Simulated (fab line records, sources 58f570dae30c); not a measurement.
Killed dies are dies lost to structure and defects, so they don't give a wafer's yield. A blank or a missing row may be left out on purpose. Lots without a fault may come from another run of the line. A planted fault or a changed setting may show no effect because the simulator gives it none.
Which tool did it? | flow berkeley_cmos170 | 7 lots, 21 wafers sampled, at 3 steps of a route of 331

WHAT THE GAUGES READ, wafer by wafer
UCB170_NSD_TW_MEAS_10.
lot  | measured     | on            | NSD_TW
L875 | day 7 13:06  | film_metro-04 | 4208 4184 4197
L876 | day 7 12:51  | film_metro-02 | 4232 4224 4228
L878 | day 7 17:30  | film_metro-04 | 4195 4180 4194
L880 | day 8 02:43  | film_metro-02 | 4222 4196 4220
L887 | day 9 09:00  | film_metro-04 | 4207 4198 4202
L889 | day 10 04:27 | film_metro-02 | 3794 3806 3777 3802 3790 3794
L896 | day 11 14:39 | film_metro-03 | 4168 4175 4153

WHICH TOOL RAN EACH LOT (tool, then ch and the chambers of the sampled wafers, then the start)
lot  | UCB170_NSD_IMPLANT_08           | UCB170_NSD_STRIP_09
L875 | implanter-01 ch 0, day 7 12:53  | plasma_asher-03 ch 0,1, day 7 13:01
L876 | implanter-03 ch 0, day 7 12:37  | plasma_asher-03 ch 0, day 7 12:44
L878 | implanter-03 ch 0, day 7 17:17  | plasma_asher-01 ch 0,1, day 7 17:25
L880 | implanter-02 ch 0, day 8 02:28  | plasma_asher-04 ch 0,1, day 8 02:37
L887 | implanter-01 ch 0, day 9 08:45  | plasma_asher-03 ch 0,1, day 9 08:54
L889 | implanter-01 ch 0, day 10 04:14 | plasma_asher-01 ch 0,1, day 10 04:22
L896 | implanter-02 ch 0, day 11 14:24 | plasma_asher-01 ch 0,1, day 11 14:33
- UCB170_NSD_IMPLANT_08
- UCB170_NSD_STRIP_09: strips in O2.

THE ANSWER, worked out from the rows above alone
Rule: what is usual is taken from the lots themselves. Put in order of their means at a reading, lots are off if they are a third of the lots or fewer, leave a main group of 4 or more, and stand apart from it by a gap of 3 or more times the standard deviation of the main group's means; of several such gaps the widest counts. A main group whose means are all the same, to the digits that the tables above print for the reading, isn't used. A lot without any number at a reading at which 4 lots or more have one is off too. The other lots that the step has rows for count as sound.
Off: L889, at UCB170_NSD_TW_MEAS_10 (NSD_TW). The main group: mean 4199, standard deviation 19.
A tool fits if, at a process step before that reading, it ran every lot that is off, and no sound lot after the first of them. The gauges at UCB170_NSD_TW_MEAS_10 are tried like those tools. Can't be told from this: 2 tools fit, implanter-01 at UCB170_NSD_IMPLANT_08, film_metro-02 at UCB170_NSD_TW_MEAS_10.

WHAT THE SIMULATOR HAD PUT IN
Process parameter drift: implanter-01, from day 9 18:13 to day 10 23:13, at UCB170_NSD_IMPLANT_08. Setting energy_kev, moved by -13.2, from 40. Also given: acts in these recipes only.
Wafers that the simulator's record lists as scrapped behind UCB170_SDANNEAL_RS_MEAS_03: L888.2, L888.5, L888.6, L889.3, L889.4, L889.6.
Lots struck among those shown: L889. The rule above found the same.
